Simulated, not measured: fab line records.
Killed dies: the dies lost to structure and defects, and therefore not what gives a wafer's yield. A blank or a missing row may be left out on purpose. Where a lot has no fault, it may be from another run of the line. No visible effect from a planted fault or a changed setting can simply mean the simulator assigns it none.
The tool behind it: which one? || flow berkeley cmos170 || Sampling: 14 lots, 42 wafers, 6 of 331 route steps

WHAT THE GAUGES SHOWED, per wafer
UCB170_GATE_THK_MEAS_05.
{"lot": "L262", "measured": "day 6 05:30", "on": "film metro-04", "GATE_POLY_THK (nm)": "214.2 214.4 213.2"}
{"lot": "L263", "measured": "day 6 05:30", "on": "film metro-02", "GATE_POLY_THK (nm)": "213.9 216.3 214.3"}
{"lot": "L264", "measured": "day 6 05:30", "on": "film metro-01", "GATE_POLY_THK (nm)": "212.8 213.0 213.5"}
{"lot": "L266", "measured": "day 6 17:59", "on": "film metro-01", "GATE_POLY_THK (nm)": "211.4 213.6 211.9"}
{"lot": "L269", "measured": "day 7 07:01", "on": "film metro-04", "GATE_POLY_THK (nm)": "213.5 212.2 214.2"}
{"lot": "L265", "measured": "day 7 07:01", "on": "film metro-02", "GATE_POLY_THK (nm)": "208.7 209.9 210.7"}
{"lot": "L270", "measured": "day 7 22:32", "on": "film metro-02", "GATE_POLY_THK (nm)": "211.2 210.9 210.0"}
{"lot": "L272", "measured": "day 8 07:29", "on": "film metro-04", "GATE_POLY_THK (nm)": "210.3 209.9 211.5"}
{"lot": "L278", "measured": "day 9 05:07", "on": "film metro-02", "GATE_POLY_THK (nm)": "217.1 216.4 219.9"}
{"lot": "L276", "measured": "day 9 05:12", "on": "film metro-04", "GATE_POLY_THK (nm)": "211.0 213.0 211.3"}
{"lot": "L275", "measured": "day 9 05:07", "on": "film metro-01", "GATE_POLY_THK (nm)": "211.2 212.0 210.6"}
{"lot": "L280", "measured": "day 10 02:52", "on": "film metro-04", "GATE_POLY_THK (nm)": "215.9 217.2 215.5"}
{"lot": "L282", "measured": "day 10 02:51", "on": "film metro-02", "GATE_POLY_THK (nm)": "216.0 215.5 217.9"}
{"lot": "L284", "measured": "day 10 23:41", "on": "film metro-01", "GATE_POLY_THK (nm)": "213.5 213.6 213.1"}

UCB170_PLDD_CD_MEAS_06: the cd target is 1200 nm.
{"lot": "L262", "measured": "day 6 09:30", "on": "cd sem-02", "cd nm (nm)": "1202.1 1200.2 1201.1"}
{"lot": "L263", "measured": "day 6 10:20", "on": "cd sem-02", "cd nm (nm)": "1200.6 1200.3 1199.9"}
{"lot": "L264", "measured": "day 6 10:03", "on": "cd sem-01", "cd nm (nm)": "1199.6 1201.1 1200.7"}
{"lot": "L266", "measured": "day 6 22:19", "on": "cd sem-02", "cd nm (nm)": "1200.9 1202.8 1201.9"}
{"lot": "L269", "measured": "day 7 11:13", "on": "cd sem-02", "cd nm (nm)": "1199.3 1200.0 1200.9"}
{"lot": "L265", "measured": "day 7 11:02", "on": "cd sem-01", "cd nm (nm)": "1199.3 1200.3 1200.5"}
{"lot": "L270", "measured": "day 8 01:17", "on": "cd sem-01", "cd nm (nm)": "1200.1 1199.9 1201.5"}
{"lot": "L272", "measured": "day 8 10:02", "on": "cd sem-01", "cd nm (nm)": "1201.2 1200.6 1201.1"}
{"lot": "L278", "measured": "day 9 08:49", "on": "cd sem-01", "cd nm (nm)": "1198.8 1200.3 1199.1"}
{"lot": "L276", "measured": "day 9 08:58", "on": "cd sem-02", "cd nm (nm)": "1201.9 1200.5 1202.5"}
{"lot": "L275", "measured": "day 9 08:40", "on": "cd sem-02", "cd nm (nm)": "1199.8 1199.7 1200.4"}
{"lot": "L280", "measured": "day 10 06:04", "on": "cd sem-01", "cd nm (nm)": "1196.6 1196.5 1197.8"}
{"lot": "L282", "measured": "day 10 05:49", "on": "cd sem-01", "cd nm (nm)": "1198.3 1198.7 1197.4"}
{"lot": "L284", "measured": "day 11 02:27", "on": "cd sem-02", "cd nm (nm)": "1202.8 1202.4 1202.6"}

UCB170_NLDD_TW_MEAS_11.
{"lot": "L262", "measured": "day 6 12:30", "on": "film metro-03", "NLDD_TW": "2239 2229 2232"}
{"lot": "L263", "measured": "day 6 14:01", "on": "film metro-04", "NLDD_TW": "2221 2225 2216"}
{"lot": "L264", "measured": "day 6 13:41", "on": "film metro-03", "NLDD_TW": "2212 2237 2240"}
{"lot": "L266", "measured": "day 7 00:46", "on": "film metro-01", "NLDD_TW": "2240 2227 2241"}
{"lot": "L269", "measured": "day 7 14:00", "on": "film metro-04", "NLDD_TW": "2207 2214 2226"}
{"lot": "L265", "measured": "day 7 13:44", "on": "film metro-01", "NLDD_TW": "2251 2245 2233"}
{"lot": "L270", "measured": "day 8 03:45", "on": "film metro-04", "NLDD_TW": "2209 2224 2207"}
{"lot": "L272", "measured": "day 8 12:44", "on": "film metro-01", "NLDD_TW": "2213 2230 2216"}
{"lot": "L278", "measured": "day 9 11:32", "on": "film metro-04", "NLDD_TW": "2239 2220 2232"}
{"lot": "L276", "measured": "day 9 11:50", "on": "film metro-03", "NLDD_TW": "2133 2136 2123"}
{"lot": "L275", "measured": "day 9 11:20", "on": "film metro-01", "NLDD_TW": "2243 2243 2245"}
{"lot": "L280", "measured": "day 10 08:51", "on": "film metro-04", "NLDD_TW": "2118 2111 2104"}
{"lot": "L282", "measured": "day 10 08:38", "on": "film metro-01", "NLDD_TW": "2227 2252 2239"}
{"lot": "L284", "measured": "day 11 05:09", "on": "film metro-04", "NLDD_TW": "2240 2214 2221"}

UCB170_SDANNEAL_RS_MEAS_05: measurement is done with a four-point probe.
{"lot": "L262", "measured": "day 6 23:50", "on": "film metro-01", "NLDD_RS (ohm/sq)": "614.9 614.0 617.0"}
{"lot": "L263", "measured": "day 6 23:31", "on": "film metro-04", "NLDD_RS (ohm/sq)": "614.9 614.6 614.9"}
{"lot": "L264", "measured": "day 6 23:23", "on": "film metro-03", "NLDD_RS (ohm/sq)": "621.7 618.2 619.4"}
{"lot": "L266", "measured": "day 7 13:22", "on": "film metro-03", "NLDD_RS (ohm/sq)": "615.5 618.6 615.5"}
{"lot": "L269", "measured": "day 8 01:14", "on": "film metro-01", "NLDD_RS (ohm/sq)": "617.0 616.3 616.9"}
{"lot": "L265", "measured": "day 8 00:32", "on": "film metro-01", "NLDD_RS (ohm/sq)": "614.5 614.2 613.2"}
{"lot": "L270", "measured": "day 8 11:44", "on": "film metro-03", "NLDD_RS (ohm/sq)": "613.9 615.5 615.9"}
{"lot": "L272", "measured": "day 9 02:41", "on": "film metro-04", "NLDD_RS (ohm/sq)": "616.7 618.7 617.2"}
{"lot": "L278", "measured": "day 9 19:55", "on": "film metro-01", "NLDD_RS (ohm/sq)": "615.0 615.1 614.0"}
{"lot": "L276", "measured": "day 9 20:50", "on": "film metro-01", "NLDD_RS (ohm/sq)": "692.4 693.4 694.6"}
{"lot": "L275", "measured": "day 9 20:03", "on": "film metro-03", "NLDD_RS (ohm/sq)": "615.6 616.7 616.8"}
{"lot": "L280", "measured": "day 10 18:17", "on": "film metro-01", "NLDD_RS (ohm/sq)": "691.8 694.4 694.0"}
{"lot": "L282", "measured": "day 10 16:53", "on": "film metro-01", "NLDD_RS (ohm/sq)": "614.9 613.0 615.7"}
{"lot": "L284", "measured": "day 11 14:22", "on": "film metro-03", "NLDD_RS (ohm/sq)": "618.6 617.7 616.5"}

EACH LOT AND THE TOOL THAT RAN IT (in order: tool; ch and the chambers of the sampled wafers; start)
{"lot": "L262", "UCB170_NVT_STRIP_08": "plasma asher-04 ch 0,1, day 5 15:01", "UCB170_NLDD_IMPLANT_08": "implanter-04 ch 0, day 6 12:07"}
{"lot": "L263", "UCB170_NVT_STRIP_08": "plasma asher-03 ch 0,1, day 5 15:46", "UCB170_NLDD_IMPLANT_08": "implanter-02 ch 0, day 6 13:37"}
{"lot": "L264", "UCB170_NVT_STRIP_08": "plasma asher-04 ch 0,1, day 5 15:49", "UCB170_NLDD_IMPLANT_08": "implanter-03 ch 0, day 6 13:17"}
{"lot": "L266", "UCB170_NVT_STRIP_08": "plasma asher-04 ch 0,1, day 6 08:35", "UCB170_NLDD_IMPLANT_08": "implanter-04 ch 0, day 7 00:22"}
{"lot": "L269", "UCB170_NVT_STRIP_08": "plasma asher-04 ch 0,1, day 6 14:38", "UCB170_NLDD_IMPLANT_08": "implanter-02 ch 0, day 7 13:37"}
{"lot": "L265", "UCB170_NVT_STRIP_08": "plasma asher-03 ch 0,1, day 6 14:55", "UCB170_NLDD_IMPLANT_08": "implanter-03 ch 0, day 7 13:20"}
{"lot": "L270", "UCB170_NVT_STRIP_08": "plasma asher-01 ch 0,1, day 7 08:22", "UCB170_NLDD_IMPLANT_08": "implanter-03 ch 0, day 8 03:22"}
{"lot": "L272", "UCB170_NVT_STRIP_08": "plasma asher-03 ch 0,1, day 7 17:46", "UCB170_NLDD_IMPLANT_08": "implanter-02 ch 0, day 8 12:20"}
{"lot": "L278", "UCB170_NVT_STRIP_08": "plasma asher-03 ch 0,1, day 8 12:30", "UCB170_NLDD_IMPLANT_08": "implanter-04 ch 0, day 9 11:08"}
{"lot": "L276", "UCB170_NVT_STRIP_08": "plasma asher-03 ch 0,1, day 8 12:45", "UCB170_NLDD_IMPLANT_08": "implanter-02 ch 0, day 9 11:29"}
{"lot": "L275", "UCB170_NVT_STRIP_08": "plasma asher-04 ch 0,1, day 8 12:47", "UCB170_NLDD_IMPLANT_08": "implanter-03 ch 0, day 9 10:57"}
{"lot": "L280", "UCB170_NVT_STRIP_08": "plasma asher-03 ch 0,1, day 9 11:50", "UCB170_NLDD_IMPLANT_08": "implanter-02 ch 0, day 10 08:25"}
{"lot": "L282", "UCB170_NVT_STRIP_08": "plasma asher-03 ch 0,1, day 9 17:35", "UCB170_NLDD_IMPLANT_08": "implanter-03 ch 0, day 10 08:14"}
{"lot": "L284", "UCB170_NVT_STRIP_08": "plasma asher-03 ch 0,1, day 10 07:37", "UCB170_NLDD_IMPLANT_08": "implanter-04 ch 0, day 11 04:45"}
- UCB170_NVT_STRIP_08: strips in O2.
- UCB170_NLDD_IMPLANT_08

WHAT THE TOOLS THEMSELVES READ (means of the sampled wafers that have a number; where no wafer has one, the mark that the record gives instead)
UCB170_NVT_STRIP_08.
{"lot": "L262", "tool": "plasma asher-04", "drypump motor current A (A)": 6.3, "oes product au (a.u.)": 0.738, "strip time to endpoint s (s)": 21.58}
{"lot": "L263", "tool": "plasma asher-03", "drypump motor current A (A)": 6.1, "oes product au (a.u.)": 0.737, "strip time to endpoint s (s)": 21.52}
{"lot": "L264", "tool": "plasma asher-04", "drypump motor current A (A)": 6.2, "oes product au (a.u.)": 0.736, "strip time to endpoint s (s)": 21.72}
{"lot": "L266", "tool": "plasma asher-04", "drypump motor current A (A)": 5.9, "oes product au (a.u.)": 0.733, "strip time to endpoint s (s)": 21.57}
{"lot": "L269", "tool": "plasma asher-04", "drypump motor current A (A)": 5.9, "oes product au (a.u.)": 0.740, "strip time to endpoint s (s)": 21.69}
{"lot": "L265", "tool": "plasma asher-03", "drypump motor current A (A)": 6.1, "oes product au (a.u.)": 0.733, "strip time to endpoint s (s)": 21.65}
{"lot": "L270", "tool": "plasma asher-01", "drypump motor current A (A)": 5.5, "oes product au (a.u.)": 0.735, "strip time to endpoint s (s)": 21.64}
{"lot": "L272", "tool": "plasma asher-03", "drypump motor current A (A)": 6.1, "oes product au (a.u.)": 0.737, "strip time to endpoint s (s)": 21.65}
{"lot": "L278", "tool": "plasma asher-03", "drypump motor current A (A)": 6.1, "oes product au (a.u.)": 0.733, "strip time to endpoint s (s)": 21.68}
{"lot": "L276", "tool": "plasma asher-03", "drypump motor current A (A)": 6.1, "oes product au (a.u.)": 0.739, "strip time to endpoint s (s)": 21.52}
{"lot": "L275", "tool": "plasma asher-04", "drypump motor current A (A)": 5.9, "oes product au (a.u.)": 0.733, "strip time to endpoint s (s)": 21.68}
{"lot": "L280", "tool": "plasma asher-03", "drypump motor current A (A)": 6.0, "oes product au (a.u.)": 0.734, "strip time to endpoint s (s)": 21.64}
{"lot": "L282", "tool": "plasma asher-03", "drypump motor current A (A)": 6.1, "oes product au (a.u.)": 0.735, "strip time to endpoint s (s)": 21.60}
{"lot": "L284", "tool": "plasma asher-03", "drypump motor current A (A)": 6.1, "oes product au (a.u.)": 0.738, "strip time to endpoint s (s)": 21.60}

UCB170_NLDD_IMPLANT_08.
{"lot": "L262", "tool": "implanter-04", "dose ions cm2": 5e+13, "faraday current uA": 159}
{"lot": "L263", "tool": "implanter-02", "dose ions cm2": 5e+13, "faraday current uA": 158}
{"lot": "L264", "tool": "implanter-03", "dose ions cm2": 5e+13, "faraday current uA": 159}
{"lot": "L266", "tool": "implanter-04", "dose ions cm2": 5e+13, "faraday current uA": 157}
{"lot": "L269", "tool": "implanter-02", "dose ions cm2": 5e+13, "faraday current uA": 162}
{"lot": "L265", "tool": "implanter-03", "dose ions cm2": 5e+13, "faraday current uA": 162}
{"lot": "L270", "tool": "implanter-03", "dose ions cm2": 5e+13, "faraday current uA": 163}
{"lot": "L272", "tool": "implanter-02", "dose ions cm2": 5e+13, "faraday current uA": 156}
{"lot": "L278", "tool": "implanter-04", "dose ions cm2": 5e+13, "faraday current uA": 160}
{"lot": "L276", "tool": "implanter-02", "dose ions cm2": 3e+13, "faraday current uA": 106}
{"lot": "L275", "tool": "implanter-03", "dose ions cm2": 5e+13, "faraday current uA": 158}
{"lot": "L280", "tool": "implanter-02", "dose ions cm2": 3e+13, "faraday current uA": 105}
{"lot": "L282", "tool": "implanter-03", "dose ions cm2": 5e+13, "faraday current uA": 160}
{"lot": "L284", "tool": "implanter-04", "dose ions cm2": 5e+13, "faraday current uA": 161}

THE ANSWER, worked out from the rows above alone
Rule: the usual values come from the lots themselves. The widest of any qualifying gaps counts: lots, ordered by their means at a reading, are off when they make up no more than a third of the lots, leave a main group of 4 or more, and stand apart from it by 3 or more times the standard deviation of that group's means. A main group is skipped when, at the precision printed for the reading in the tables above, its means are all equal. Also off: a lot with no number at a reading for which 4 or more lots have one. All remaining lots with rows at the step are treated as sound. Order of review: gauges by route order, followed by the tools' own readings, for which a lot's mean as printed above is used. At the first step where some lot is off, the reading lying furthest off is the one used; lots without a number count as furthest.
Off: at UCB170_NLDD_TW_MEAS_11 (NLDD_TW), L276, L280. Mean 2229 and standard deviation 9.9 in the main group.
A tool fits if, at a process step before that reading, it ran every lot that is off, and no sound lot after the first of them. Not tried: the gauges at UCB170_NLDD_TW_MEAS_11; whatever is off there is also off at UCB170_SDANNEAL_RS_MEAS_05, on other tools, and gauge error can't account for it. One fits: implanter-02 at UCB170_NLDD_IMPLANT_08. Its last sound lot is L272 (day 8 12:20), its first lot that is off L276 (day 9 11:29): a fault that began between those two fits.
The tool's own readings at UCB170_NLDD_IMPLANT_08 bear it out: on the lots that are off they differ by more than 5 times the standard deviation of the sound lots' means. dose ions cm2 reads 3e+13 there against 5e+13 on the sound lots; faraday current uA reads 106 there against 160 on the sound lots.

WHAT THE SIMULATOR HAD INSERTED
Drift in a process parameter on implanter-02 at UCB170_NLDD_IMPLANT_08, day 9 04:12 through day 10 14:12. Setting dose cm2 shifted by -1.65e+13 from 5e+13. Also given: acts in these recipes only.
Shown lots that were struck: L276, L280. The rule above reached the same finding.
